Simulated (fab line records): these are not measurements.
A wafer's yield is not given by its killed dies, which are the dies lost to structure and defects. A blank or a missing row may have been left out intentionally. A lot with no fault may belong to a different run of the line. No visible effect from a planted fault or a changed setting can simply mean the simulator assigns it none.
fab line records	flow berkeley_cmos170	part 1 of 2: steps 1 to 27 of 40
record lots=5	wafers=15	last_day=13
route steps=331 shown NWELL@24 PWELL@34 WELLDRIVE@55 ACTIVE@60
lots with no fault: from the same line, run without faults
start_h: hours from the record's opening day to when the first of the lot's shown wafers began	wait_h: hours from the lot's prior step to this one	" the same as in the row above	L1.1+2: one row covering several wafers at once	- either no value or no given start	* or withheld: withheld	< > ~ a bound
route shown NAME@n: a module of which the file shows steps, and the number in the route of the first	usual: average and standard deviation across the fault-free wafers	same: alike in all rows	chamber/n: place in a boat	sites: readings site by site	_std_site: the values' standard deviation	_edge_site: mean of outer sites minus mean of inner sites	radius_mm: for every site, how far away it sits from the centre of the wafer	mask NAME#n: copy n	behind: the most recent tool/chamber to have shaped the wafer	hold: cause of the lot's hold/its duration in hours/its outcome	device: which transistor (n, p or np) failed to switch	end of line: the route-end tests of the same wafers	a step given without rows: its recipe and nothing more	killed: dies lost to structure and defects at the first sort, not the wafer's yield	map: a wafer's dies, x killed, . not, _ none there
set.NAME: the setting that was run; set.NAME@STEP: the one run at that earlier step	model.NAME: the simulator's own value behind a step, which no gauge read
certain route steps with their lots: each step a table, each wafer a row
services: when a tool's chamber went out of use (start_h, in hours from the record's first day, below 0 if earlier), for how many hours, and the reason
## steps
# step UCB170_NWELL_PEB_10
# recipe peb_temp_c=130	peb_time_s=withheld	resist=KrF
# usual exhaust_pa=45.1/0.99
lot.wafer	tool	chamber	start_h	wait_h	exhaust_pa
L078.1	litho_track-04	0	54.73	0.2	45.8
L078.2	"	0	"	"	44.6
L078.4	"	0	"	"	44.4
L080.2	litho_track-03	0	64.16	0.1	46.9
L080.5	"	0	"	"	45.8
L080.6	"	0	"	"	44.8
L083.1	litho_track-01	0	92.67	1.0	45.6
L083.3	"	0	"	"	44.6
L083.4	"	0	"	"	44.6
L091.3	litho_track-03	0	-	-	46.2
L091.4	"	0	"	"	45.4
L091.6	"	0	"	"	46.2
L095.1	litho_track-03	0	142.09	0.5	43.4
L095.2	"	0	"	"	44.3
L095.5	"	0	"	"	44.6
# step UCB170_NWELL_DEVELOP_11
# recipe developer=TMAH	develop_time_s=45	resist=KrF	dev_temp_c=21
# usual exhaust_pa=44.8/0.89
lot.wafer	tool	chamber	start_h	wait_h	exhaust_pa
L078.1	litho_track-04	0	-	-	45.1
L078.2	"	0	"	"	44.2
L078.4	"	0	"	"	46.2
L080.2	litho_track-03	0	-	-	43.8
L080.5	"	0	"	"	44.4
L080.6	"	0	"	"	45.5
L083.1	litho_track-01	0	-	-	43.6
L083.3	"	0	"	"	43.8
L083.4	"	0	"	"	42.8
L091.3	litho_track-03	0	-	-	45.6
L091.4	"	0	"	"	44.1
L091.6	"	0	"	"	44.5
L095.1	litho_track-03	0	-	-	44.0
L095.2	"	0	"	"	44.6
L095.5	"	0	"	"	45.0
# step UCB170_NWELL_OVL_MEAS_12
# usual NWELL_OVL=0/5.3
lot.wafer	tool	chamber	start_h	wait_h	NWELL_OVL[nm]
L078.1	overlay-02	-	55.00	-	-3
L078.2	"	-	"	"	-2
L078.4	"	-	"	"	-2
L080.2	overlay-01	-	64.41	-	3
L080.5	"	-	"	"	1
L080.6	"	-	"	"	-1
L083.1	overlay-02	-	92.95	-	-4
L083.3	"	-	"	"	-5
L083.4	"	-	"	"	-5
L091.3	overlay-01	-	120.35	-	7
L091.4	"	-	"	"	-4
L091.6	"	-	"	"	-4
L095.1	overlay-01	-	142.36	-	5
L095.2	"	-	"	"	-3
L095.5	"	-	"	"	4
# step UCB170_NWELL_ETCH_13
# recipe chemistry=CH3F/Ar/O2	target=Si3N4	stop_on=SiO2	CH3F_flow_sccm=20	Ar_flow_sccm=50	O2_flow_sccm=7	pressure_mtorr=50	rf_w=450	target_depth_a=2464	over_etch_frac=0.1	time_s=154
# usual drypump_motor_current_A=5.5/0.46	oes_product_au=0.942/0.02	rf_fwd_power_W=447.9/1.4	throttle_valve_pct=8.06/0.06
lot.wafer	tool	chamber	start_h	wait_h	drypump_motor_current_A	oes_product_au	rf_fwd_power_W	rf_hours_counter_h	throttle_valve_pct
L078.1	rie_diel-01	1	55.04	0.0	5.1	0.974	444.3	168	8.10
L078.2	"	2	"	"	5.9	0.970	448.5	21	8.04
L078.4	"	0	"	"	6.1	0.974	448.9	135	8.15
L080.2	rie_diel-02	0	64.44	0.0	6.0	0.900	448.1	1	7.91
L080.5	"	0	"	"	5.9	0.905	447.3	-	7.91
L080.6	"	3	"	"	6.1	0.940	447.8	-	8.18
L083.1	rie_diel-04	0	92.98	0.0	5.1	0.939	449.0	77	8.03
L083.3	"	1	"	"	5.6	0.953	448.0	59	7.96
L083.4	"	3	"	"	5.2	0.938	448.2	13	8.05
L091.3	rie_diel-04	1	120.37	0.0	5.6	0.958	448.1	60	7.97
L091.4	"	0	"	"	5.1	0.945	447.3	78	8.05
L091.6	"	3	"	"	5.2	0.944	444.3	-	8.07
L095.1	rie_diel-04	0	142.40	0.0	5.1	0.933	448.8	79	8.04
L095.2	"	1	"	"	5.6	0.955	447.4	61	7.96
L095.5	"	0	"	"	5.1	0.940	448.9	-	8.06
# step UCB170_NWELL_IMPLANT_14
# recipe species=P	dose_cm2=1e+13	energy_kev=150	tilt_deg=7
lot.wafer	tool	chamber	start_h	wait_h
L078.1+2+4	implanter-03	0	55.14	0.1
L080.2+5+6	implanter-04	0	64.57	0.1
L083.1+3+4	implanter-02	0	93.08	0.1
L091.3+4+6	implanter-02	0	120.52	0.1
L095.1+2+5	implanter-02	0	142.50	0.1
# step UCB170_NWELL_STRIP_15
# recipe chemistry=O2	power_w=400	pressure_mtorr=3500	platen_temp_c=withheld	o2_flow_sccm=400	overash_fraction=0.5
# usual drypump_motor_current_A=5.9/0.37	oes_product_au=0.721/0.0045	strip_time_to_endpoint_s=18.02/0.13
lot.wafer	tool	chamber	start_h	wait_h	drypump_motor_current_A	oes_product_au	rf_hours_counter_h	strip_time_to_endpoint_s
L078.1	plasma_asher-02	0	55.29	0.1	6.4	0.729	32	18.08
L078.2	"	1	"	"	5.5	0.723	32	18.17
L078.4	"	1	"	"	5.5	0.724	-	17.93
L080.2	plasma_asher-02	1	64.70	0.1	5.5	0.715	33	17.82
L080.5	"	1	"	"	5.5	0.730	-	17.78
L080.6	"	0	"	"	6.4	0.720	-	18.12
L083.1	plasma_asher-03	0	93.23	0.1	5.7	0.725	33	18.09
L083.3	"	0	"	"	5.7	0.720	-	17.96
L083.4	"	1	"	"	5.9	0.722	-	18.04
L091.3	plasma_asher-02	1	120.66	0.1	5.5	0.727	-	17.83
L091.4	"	0	"	"	6.4	0.717	-	18.06
L091.6	"	1	"	"	5.5	0.720	-	18.00
L095.1	plasma_asher-04	0	142.65	0.1	5.7	0.716	35	18.10
L095.2	"	1	"	"	6.3	0.730	35	18.01
L095.5	"	0	"	"	5.7	0.725	-	18.05
# step UCB170_NWELL_TW_MEAS_16
# usual NWELL_TW=1248/9.8
lot.wafer	tool	chamber	start_h	wait_h	NWELL_TW
L078.1	film_metro-03	-	55.39	0.1	1251
L078.2	"	-	"	"	1247
L078.4	"	-	"	"	1250
L080.2	film_metro-02	-	64.81	0.1	1243
L080.5	"	-	"	"	1246
L080.6	"	-	"	"	1239
L083.1	film_metro-03	-	93.33	0.1	1267
L083.3	"	-	"	"	1264
L083.4	"	-	"	"	1259
L091.3	film_metro-04	-	120.74	0.1	1246
L091.4	"	-	"	"	1254
L091.6	"	-	"	"	1250
L095.1	film_metro-02	-	142.75	0.1	1232
L095.2	"	-	"	"	1238
L095.5	"	-	"	"	1240
# step UCB170_NWELL_CLEAN_17
# recipe chemistry=SPM	temp_c=120	time_s=600
lot.wafer	tool	chamber	start_h	wait_h
L078.1+2+4	wet_bench-02	0	55.45	0.1
L080.2+5+6	wet_bench-03	0	65.02	0.2
L083.1+3+4	wet_bench-01	1	93.39	0.1
L091.3+4+6	wet_bench-02	2	122.57	1.8
L095.1+2+5	wet_bench-01	3	142.81	0.1
# step UCB170_NWELL_WET_ETCH_18
# recipe chemistry=H3PO4	target=Si3N4	temp_c=160	time_s=14400
lot.wafer	tool	chamber	start_h	wait_h
L078.1+2+4	wet_bench-01	2	55.63	0.0
L080.2+5+6	wet_bench-03	3	65.21	0.0
L083.1+3+4	wet_bench-01	3	93.58	0.0
L091.3+4+6	wet_bench-03	2	123.00	0.3
L095.1+2+5	wet_bench-03	2	143.00	0.0
# step UCB170_NWELL_WET_ETCH_19
# recipe chemistry=BOE	dilution=5:1	target=SiO2	temp_c=25	time_s=22
lot.wafer	tool	chamber	start_h	wait_h
L078.1+2+4	wet_bench-01	0	60.00	0.0
L080.2+5+6	wet_bench-02	1	69.21	0.0
L083.1+3+4	wet_bench-01	1	97.94	0.3
L091.3+4+6	wet_bench-03	2	127.50	0.5
L095.1+2+5	wet_bench-02	1	147.51	0.5
# step UCB170_PWELL_CLEAN_00
# recipe chemistry=SPM	temp_c=120	time_s=600
lot.wafer	tool	chamber	start_h	wait_h
L078.1+2+4	wet_bench-01	1	60.01	0.0
L080.2+5+6	wet_bench-03	3	69.23	0.0
L083.1+3+4	wet_bench-01	0	98.01	0.1
L091.3+4+6	wet_bench-01	0	127.69	0.2
L095.1+2+5	wet_bench-01	0	149.30	1.8
# step UCB170_PWELL_CLEAN_01
# recipe chemistry=dHF	dilution=25:1	time_s=60
lot.wafer	tool	chamber	start_h	wait_h
L078.1+2+4	wet_bench-03	1	60.19	0.0
L080.2+5+6	wet_bench-02	1	69.42	0.0
L083.1+3+4	wet_bench-01	0	98.18	0.0
L091.3+4+6	wet_bench-01	1	128.04	0.2
L095.1+2+5	wet_bench-01	2	149.73	0.2
# step UCB170_PWELL_OXIDATION_02
# recipe temp_c=1000	ambient=O2	target_thk_a=264	ox_time_s=1260
# usual zone_power_centre_pct=46.3/1.9	zone_power_source_pct=33.1/2.9
# same ox_time_s=1260
lot.wafer	tool	chamber	start_h	wait_h	zone_power_centre_pct	zone_power_source_pct
L078.1	furnace-01	0	70.30	10.1	44.0	35.0
L078.2	"	0	"	"	44.9	35.0
L078.4	"	0	"	"	44.5	35.4
L080.2	furnace-01	0	70.30	0.9	43.5	35.7
L080.5	"	0	"	"	44.4	34.8
L080.6	"	0	"	"	45.5	35.3
L083.1	furnace-01	0	104.03	5.8	44.8	35.6
L083.3	"	0	"	"	43.9	35.3
L083.4	"	0	"	"	44.4	35.2
L091.3	furnace-02	0	132.38	4.3	47.6	29.3
L091.4	"	0	"	"	47.6	28.6
L091.6	"	0	"	"	47.2	28.8
L095.1	furnace-04	0	152.01	2.3	48.3	34.6
L095.2	"	0	"	"	48.7	34.7
L095.5	"	0	"	"	48.9	34.8
# step UCB170_PWELL_THK_MEAS_03
# recipe reads=SiO2_of_PWELL_OXIDATION_02
# usual PWELL_OXIDE_THK=26.4/0.48
lot.wafer	tool	chamber	start_h	wait_h	PWELL_OXIDE_THK[nm]
L078.1	film_metro-03	-	71.65	0.0	25.8
L078.2	"	-	"	"	26.2
L078.4	"	-	"	"	25.9
L080.2	film_metro-01	-	71.66	0.0	26.7
L080.5	"	-	"	"	26.5
L080.6	"	-	"	"	27.0
L083.1	film_metro-03	-	105.38	0.0	26.2
L083.3	"	-	"	"	26.2
L083.4	"	-	"	"	26.5
L091.3	film_metro-02	-	133.75	0.0	26.3
L091.4	"	-	"	"	26.6
L091.6	"	-	"	"	26.8
L095.1	film_metro-03	-	153.36	0.0	27.0
L095.2	"	-	"	"	26.9
L095.5	"	-	"	"	27.0
# step UCB170_PWELL_ANNEAL_04
# recipe temp_c=1000	time_s=900	ambient=N2
# usual zone_power_centre_pct=46.8/1.9	zone_power_source_pct=32.5/3
lot.wafer	tool	chamber	start_h	wait_h	zone_power_centre_pct	zone_power_source_pct
L078.1	furnace-01	0	80.17	8.5	44.1	35.0
L078.2	"	0	"	"	43.5	34.8
L078.4	"	0	"	"	44.4	35.4
L080.2	furnace-01	0	80.17	8.5	43.8	35.8
L080.5	"	0	"	"	43.9	34.9
L080.6	"	0	"	"	43.5	35.6
L083.1	furnace-02	0	108.03	2.6	47.3	29.0
L083.3	"	0	"	"	47.5	29.3
L083.4	"	0	"	"	48.8	28.8
L091.3	furnace-04	0	138.59	4.8	49.0	34.5
L091.4	"	0	"	"	48.4	34.2
L091.6	"	0	"	"	48.4	34.2
L095.1	furnace-04	0	155.94	2.6	48.6	34.2
L095.2	"	0	"	"	47.9	35.2
L095.5	"	0	"	"	49.0	34.4
# step UCB170_PWELL_CVD_05
# recipe material=Si3N4	target_thk_nm=220	temp_c=800	precursor=SiH2Cl2/NH3	time_s=3300	pressure_mtorr=200	sih2cl2_flow_sccm=25	nh3_flow_sccm=75
# usual zone_power_centre_pct=37/3.1	zone_power_source_pct=19.3/0.41
lot.wafer	tool	chamber	start_h	wait_h	zone_power_centre_pct	zone_power_source_pct
L078.1	lpcvd-01	1	81.42	0.0	35	19.2
L078.2	"	1	"	"	33	19.2
L078.4	"	1	"	"	35	18.7
L080.2	lpcvd-01	1	81.42	0.0	35	19.0
L080.5	"	1	"	"	35	18.9
L080.6	"	1	"	"	35	19.0
L083.1	lpcvd-02	0	113.03	3.7	39	20.4
L083.3	"	0	"	"	40	20.0
L083.4	"	0	"	"	40	20.1
L091.3	lpcvd-01	0	139.84	0.0	35	18.9
L091.4	"	0	"	"	35	18.9
L091.6	"	0	"	"	36	19.3
L095.1	lpcvd-01	0	157.87	0.7	36	18.9
L095.2	"	0	"	"	35	18.9
L095.5	"	0	"	"	35	19.0
# step UCB170_PWELL_THK_MEAS_06
# recipe reads=Si3N4_of_PWELL_CVD_05
# usual PWELL_NITRIDE_THK=219.5/2.1
lot.wafer	tool	chamber	start_h	wait_h	PWELL_NITRIDE_THK[nm]
L078.1	film_metro-01	-	83.33	0.0	222.8
L078.2	"	-	"	"	222.9
L078.4	"	-	"	"	221.0
L080.2	film_metro-02	-	83.34	0.0	222.3
L080.5	"	-	"	"	222.4
L080.6	"	-	"	"	223.2
L083.1	film_metro-03	-	115.90	0.0	217.4
L083.3	"	-	"	"	216.4
L083.4	"	-	"	"	219.7
L091.3	film_metro-01	-	141.77	0.0	218.9
L091.4	"	-	"	"	216.0
L091.6	"	-	"	"	217.6
L095.1	film_metro-03	-	159.79	0.0	220.8
L095.2	"	-	"	"	220.6
L095.5	"	-	"	"	221.7
# step UCB170_PWELL_HMDS_07
# recipe prime_time_s=60	prime_temp_c=100
# usual exhaust_pa=45.0/0.85
lot.wafer	tool	chamber	start_h	wait_h	exhaust_pa
L078.1	litho_track-03	0	83.58	0.2	43.2
L078.2	"	0	"	"	44.9
L078.4	"	0	"	"	44.3
L080.2	litho_track-02	0	83.73	0.4	44.7
L080.5	"	0	"	"	44.5
L080.6	"	0	"	"	44.1
L083.1	litho_track-04	0	116.32	0.4	45.3
L083.3	"	0	"	"	44.6
L083.4	"	0	"	"	44.8
L091.3	litho_track-03	0	142.41	0.6	45.6
L091.4	"	0	"	"	44.6
L091.6	"	0	"	"	44.0
L095.1	litho_track-02	0	160.18	0.4	45.8
L095.2	"	0	"	"	45.4
L095.5	"	0	"	"	45.2
# step UCB170_PWELL_COAT_08
# recipe resist=KrF	spin_rpm=1500	resist_thk_nm=900
# usual exhaust_pa=45.1/0.91
lot.wafer	tool	chamber	start_h	wait_h	exhaust_pa
L078.1	litho_track-03	0	83.73	0.1	42.9
L078.2	"	0	"	"	43.9
L078.4	"	0	"	"	43.7
L080.2	litho_track-02	0	83.88	0.1	45.8
L080.5	"	0	"	"	45.4
L080.6	"	0	"	"	45.8
L083.1	litho_track-04	0	116.47	0.1	44.5
L083.3	"	0	"	"	43.8
L083.4	"	0	"	"	44.3
L091.3	litho_track-03	0	142.56	0.1	46.1
L091.4	"	0	"	"	45.6
L091.6	"	0	"	"	44.1
L095.1	litho_track-02	0	160.33	0.1	44.5
L095.2	"	0	"	"	45.9
L095.5	"	0	"	"	45.6
# step UCB170_PWELL_SOFTBAKE_09
# recipe resist=KrF	temp_c=130	time_s=60
# usual exhaust_pa=45.3/0.9
lot.wafer	tool	chamber	start_h	wait_h	exhaust_pa
L078.1	litho_track-03	0	83.88	0.1	44.0
L078.2	"	0	"	"	44.8
L078.4	"	0	"	"	46.3
L080.2	litho_track-02	0	84.03	0.1	45.3
L080.5	"	0	"	"	46.2
L080.6	"	0	"	"	43.6
L083.1	litho_track-04	0	116.62	0.1	45.1
L083.3	"	0	"	"	45.2
L083.4	"	0	"	"	45.3
L091.3	litho_track-03	0	142.71	0.1	45.6
L091.4	"	0	"	"	44.3
L091.6	"	0	"	"	44.8
L095.1	litho_track-02	0	160.48	0.1	45.3
L095.2	"	0	"	"	45.1
L095.5	"	0	"	"	45.0
# step UCB170_PWELL_EXPOSE_10
# recipe mask_id=PWELL	target_cd_nm=3000	na=0.5	sigma_outer=0.6	source_shape=conventional	dose_mj=19
lot.wafer	tool	chamber	start_h	wait_h	mask
L078.1+2+4	krf_scanner-02	0	84.03	0.1	PWELL#0
L080.2+5+6	krf_scanner-01	0	84.40	0.3	PWELL#0
L083.1+3+4	krf_scanner-01	0	116.87	0.2	PWELL#0
L091.3+4+6	krf_scanner-02	0	142.97	0.2	PWELL#0
L095.1+2+5	krf_scanner-02	0	160.63	0.1	PWELL#0
# step UCB170_PWELL_PEB_11
# recipe peb_temp_c=130	peb_time_s=withheld	resist=KrF
# usual exhaust_pa=45.0/0.84
lot.wafer	tool	chamber	start_h	wait_h	exhaust_pa
L078.1	litho_track-03	0	84.48	0.4	45.5
L078.2	"	0	"	"	45.5
L078.4	"	0	"	"	45.6
L080.2	litho_track-02	0	84.73	0.3	45.6
L080.5	"	0	"	"	44.9
L080.6	"	0	"	"	45.3
L083.1	litho_track-04	0	117.59	0.7	45.8
L083.3	"	0	"	"	45.6
L083.4	"	0	"	"	46.9
L091.3	litho_track-03	0	143.69	0.7	43.9
L091.4	"	0	"	"	44.7
L091.6	"	0	"	"	44.9
L095.1	litho_track-03	0	160.91	0.3	44.4
L095.2	"	0	"	"	45.3
L095.5	"	0	"	"	46.4
# step UCB170_PWELL_DEVELOP_12
# recipe developer=TMAH	develop_time_s=45	resist=KrF	dev_temp_c=21
# usual exhaust_pa=44.9/0.85
lot.wafer	tool	chamber	start_h	wait_h	exhaust_pa
L078.1	litho_track-03	0	-	-	45.2
L078.2	"	0	"	"	46.2
L078.4	"	0	"	"	45.7
L080.2	litho_track-02	0	-	-	44.5
L080.5	"	0	"	"	45.1
L080.6	"	0	"	"	44.2
L083.1	litho_track-04	0	-	-	47.2
L083.3	"	0	"	"	45.5
L083.4	"	0	"	"	44.5
L091.3	litho_track-03	0	-	-	45.0
L091.4	"	0	"	"	45.2
L091.6	"	0	"	"	45.3
L095.1	litho_track-03	0	-	-	46.2
L095.2	"	0	"	"	45.9
L095.5	"	0	"	"	44.9
# step UCB170_PWELL_OVL_MEAS_13
# usual PWELL_OVL=2/6.2
lot.wafer	tool	chamber	start_h	wait_h	PWELL_OVL[nm]
L078.1	overlay-02	-	84.75	-	-1
L078.2	"	-	"	"	0
L078.4	"	-	"	"	-3
L080.2	overlay-01	-	84.99	-	6
L080.5	"	-	"	"	6
L080.6	"	-	"	"	4
L083.1	overlay-01	-	117.87	-	-1
L083.3	"	-	"	"	-5
L083.4	"	-	"	"	4
L091.3	overlay-01	-	143.92	-	-3
L091.4	"	-	"	"	-6
L091.6	"	-	"	"	-1
L095.1	overlay-01	-	161.18	-	-2
L095.2	"	-	"	"	-3
L095.5	"	-	"	"	-6
# step UCB170_PWELL_ETCH_14
# recipe chemistry=CH3F/Ar/O2	target=Si3N4	stop_on=SiO2	CH3F_flow_sccm=20	Ar_flow_sccm=50	O2_flow_sccm=7	pressure_mtorr=50	rf_w=450	target_depth_a=2420	over_etch_frac=0.1	time_s=151
# usual drypump_motor_current_A=5.6/0.4	oes_product_au=0.940/0.02	rf_fwd_power_W=448.5/1.4	throttle_valve_pct=8.09/0.088
lot.wafer	tool	chamber	start_h	wait_h	drypump_motor_current_A	oes_product_au	rf_fwd_power_W	rf_hours_counter_h	throttle_valve_pct
L078.1	rie_diel-01	3	84.79	0.0	4.9	0.920	448.9	14	8.07
L078.2	"	2	"	"	5.9	0.977	447.6	22	8.07
L078.4	"	0	"	"	6.1	0.975	449.8	137	8.15
L080.2	rie_diel-03	0	85.02	0.0	5.4	0.960	448.8	9	8.02
L080.5	"	2	"	"	5.3	0.952	449.5	-	8.05
L080.6	"	3	"	"	5.2	0.965	448.1	-	8.12
L083.1	rie_diel-03	3	117.91	0.0	5.2	0.945	448.4	70	8.12
L083.3	"	0	"	"	5.3	0.948	448.2	11	8.02
L083.4	"	1	"	"	5.9	0.942	449.5	29	8.25
L091.3	rie_diel-02	0	143.95	0.0	5.9	0.909	446.4	5	7.90
L091.4	"	2	"	"	5.2	0.938	446.9	-	8.15
L091.6	"	0	"	"	5.9	0.905	447.4	-	7.89
L095.1	rie_diel-02	3	161.22	0.0	6.1	0.947	448.3	120	8.19
L095.2	"	1	"	"	5.7	0.932	447.9	156	8.11
L095.5	"	1	"	"	5.7	0.946	447.8	-	8.13
# step UCB170_PWELL_IMPLANT_15
# recipe species=B	dose_cm2=5e+12	energy_kev=60	tilt_deg=7
lot.wafer	tool	chamber	start_h	wait_h
L078.1+2+4	implanter-02	0	84.89	0.1
L080.2+5+6	implanter-03	0	85.15	0.1
L083.1+3+4	implanter-01	0	118.01	0.1
L091.3+4+6	implanter-03	0	144.10	0.1
L095.1+2+5	implanter-03	0	161.32	0.1
# step UCB170_PWELL_STRIP_16
# recipe chemistry=O2	power_w=400	pressure_mtorr=3500	platen_temp_c=withheld	o2_flow_sccm=400	overash_fraction=0.5
# usual drypump_motor_current_A=5.9/0.39	oes_product_au=0.721/0.0049	strip_time_to_endpoint_s=18.12/0.14
lot.wafer	tool	chamber	start_h	wait_h	drypump_motor_current_A	oes_product_au	rf_hours_counter_h	strip_time_to_endpoint_s
L078.1	plasma_asher-01	1	85.04	0.1	5.4	0.715	33	17.92
L078.2	"	0	"	"	6.2	0.719	33	18.13
L078.4	"	1	"	"	5.4	0.719	-	17.97
L080.2	plasma_asher-01	0	85.27	0.1	6.2	0.717	33	18.27
L080.5	"	0	"	"	6.2	0.718	-	18.09
L080.6	"	1	"	"	5.4	0.719	-	18.13
L083.1	plasma_asher-04	1	118.16	0.1	6.3	0.726	32	18.21
L083.3	"	0	"	"	5.7	0.719	-	18.43
L083.4	"	1	"	"	6.3	0.717	-	18.11
L091.3	plasma_asher-02	1	144.23	0.1	5.5	0.723	-	18.08
L091.4	"	0	"	"	6.4	0.719	-	18.21
L091.6	"	0	"	"	6.4	0.722	-	18.06
L095.1	plasma_asher-01	1	161.47	0.1	5.4	0.720	42	18.34
L095.2	"	0	"	"	6.2	0.720	42	17.90
L095.5	"	0	"	"	6.2	0.723	-	18.01
